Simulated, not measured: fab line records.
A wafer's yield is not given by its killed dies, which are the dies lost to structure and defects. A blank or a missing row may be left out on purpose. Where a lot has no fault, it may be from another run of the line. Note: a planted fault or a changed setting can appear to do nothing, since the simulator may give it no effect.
Split-lot study :: flow berkeleyCmos170 :: on a route of 331 steps: 5 lots, 23 wafers read

THE SPLIT ITSELF
At UCB170_START_OXIDATION_02 (target thk 20 nm, ox time 1800 s), the setting tempC was moved away from the recipe's 950 C on 20 of the 23 wafers read, by -2.6% to +1.0%. This setting was run at the recipe's value on the other wafers.

The file shows no step between the split and the reading.

THE READING
START_OXIDE_THK in nanometres, read at UCB170_START_THK_MEAS_03. On this fab line, fault-free wafers typically give 20.0 nm with a standard deviation of 0.32 nm.

wafer: L076.1
tool, chamber at the split: -, -
tempC as run, C: 941.3
against the recipe: -0.9%
START_OXIDE_THK, nm: 18.2
against lot-mates on the recipe: no lot-mate on the recipe

wafer: L076.2
tool, chamber at the split: -, -
tempC as run, C: 941.3
against the recipe: -0.9%
START_OXIDE_THK, nm: 18.2
against lot-mates on the recipe: no lot-mate on the recipe

wafer: L076.3
tool, chamber at the split: -, -
tempC as run, C: 941.3
against the recipe: -0.9%
START_OXIDE_THK, nm: 18.3
against lot-mates on the recipe: no lot-mate on the recipe

wafer: L076.4
tool, chamber at the split: -, -
tempC as run, C: 941.3
against the recipe: -0.9%
START_OXIDE_THK, nm: 18.3
against lot-mates on the recipe: no lot-mate on the recipe

wafer: L076.5
tool, chamber at the split: -, -
tempC as run, C: 941.3
against the recipe: -0.9%
START_OXIDE_THK, nm: 18.5
against lot-mates on the recipe: no lot-mate on the recipe

wafer: L077.2
tool, chamber at the split: -, -
tempC as run, C: 959.1
against the recipe: +1.0%
START_OXIDE_THK, nm: 21.6
against lot-mates on the recipe: no lot-mate on the recipe

wafer: L077.3
tool, chamber at the split: -, -
tempC as run, C: 959.1
against the recipe: +1.0%
START_OXIDE_THK, nm: 21.6
against lot-mates on the recipe: no lot-mate on the recipe

wafer: L077.4
tool, chamber at the split: -, -
tempC as run, C: 959.1
against the recipe: +1.0%
START_OXIDE_THK, nm: 21.4
against lot-mates on the recipe: no lot-mate on the recipe

wafer: L077.5
tool, chamber at the split: -, -
tempC as run, C: 959.1
against the recipe: +1.0%
START_OXIDE_THK, nm: 21.8
against lot-mates on the recipe: no lot-mate on the recipe

wafer: L077.6
tool, chamber at the split: -, -
tempC as run, C: 959.1
against the recipe: +1.0%
START_OXIDE_THK, nm: 21.6
against lot-mates on the recipe: no lot-mate on the recipe

wafer: L078.2
tool, chamber at the split: -, -
tempC as run, C: 957.4
against the recipe: +0.8%
START_OXIDE_THK, nm: 21.6
against lot-mates on the recipe: no lot-mate on the recipe

wafer: L078.3
tool, chamber at the split: -, -
tempC as run, C: 957.4
against the recipe: +0.8%
START_OXIDE_THK, nm: 21.3
against lot-mates on the recipe: no lot-mate on the recipe

wafer: L078.4
tool, chamber at the split: -, -
tempC as run, C: 957.4
against the recipe: +0.8%
START_OXIDE_THK, nm: 21.4
against lot-mates on the recipe: no lot-mate on the recipe

wafer: L078.5
tool, chamber at the split: -, -
tempC as run, C: 957.4
against the recipe: +0.8%
START_OXIDE_THK, nm: 21.5
against lot-mates on the recipe: no lot-mate on the recipe

wafer: L078.6
tool, chamber at the split: -, -
tempC as run, C: 957.4
against the recipe: +0.8%
START_OXIDE_THK, nm: 21.5
against lot-mates on the recipe: no lot-mate on the recipe

wafer: L080.1
tool, chamber at the split: -, -
tempC as run, C: 925.5
against the recipe: -2.6%
START_OXIDE_THK, nm: 15.1
against lot-mates on the recipe: no lot-mate on the recipe

wafer: L080.2
tool, chamber at the split: -, -
tempC as run, C: 925.5
against the recipe: -2.6%
START_OXIDE_THK, nm: 15.4
against lot-mates on the recipe: no lot-mate on the recipe

wafer: L080.3
tool, chamber at the split: -, -
tempC as run, C: 925.5
against the recipe: -2.6%
START_OXIDE_THK, nm: 15.1
against lot-mates on the recipe: no lot-mate on the recipe

wafer: L080.4
tool, chamber at the split: -, -
tempC as run, C: 925.5
against the recipe: -2.6%
START_OXIDE_THK, nm: 15.4
against lot-mates on the recipe: no lot-mate on the recipe

wafer: L080.6
tool, chamber at the split: -, -
tempC as run, C: 925.5
against the recipe: -2.6%
START_OXIDE_THK, nm: 15.1
against lot-mates on the recipe: no lot-mate on the recipe

wafer: L081.2
tool, chamber at the split: furnace-01, 0
tempC as run, C: 950
against the recipe: recipe
START_OXIDE_THK, nm: 20.3
against lot-mates on the recipe: -

wafer: L081.3
tool, chamber at the split: furnace-01, 0
tempC as run, C: 950
against the recipe: recipe
START_OXIDE_THK, nm: 20.3
against lot-mates on the recipe: -

wafer: L081.6
tool, chamber at the split: furnace-01, 0
tempC as run, C: 950
against the recipe: recipe
START_OXIDE_THK, nm: 20.3
against lot-mates on the recipe: -

FIT RESULTS
A straight line over all 23 wafers: START_OXIDE_THK changes by +1.84 nm for each +1% of tempC; r = +1.00; the points scatter about the line by 0.18 nm.
Too few moved wafers with a lot-mate on the recipe to fit a line net of each lot's own level.

THE WHOLE CHAIN: every reading that the file lists as answering this split, in the file's order
step: UCB170_START_OXIDATION_02
what it does: target thk 20 nm, ox time 1800 s
reading: SiO2_of_START_OXIDATION_02.thkNm (the simulator's own value, which no gauge read)
change (the file's fit): +1.84 nm for each +1% of the setting
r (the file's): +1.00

step: UCB170_START_THK_MEAS_03
what it does: 
reading: START_OXIDE_THK
change (the file's fit): +1.84 for each +1% of the setting
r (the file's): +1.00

FILE'S OWN FIT
START_OXIDE_THK changes by +1.84 nm for each +1% of tempC, r = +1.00.
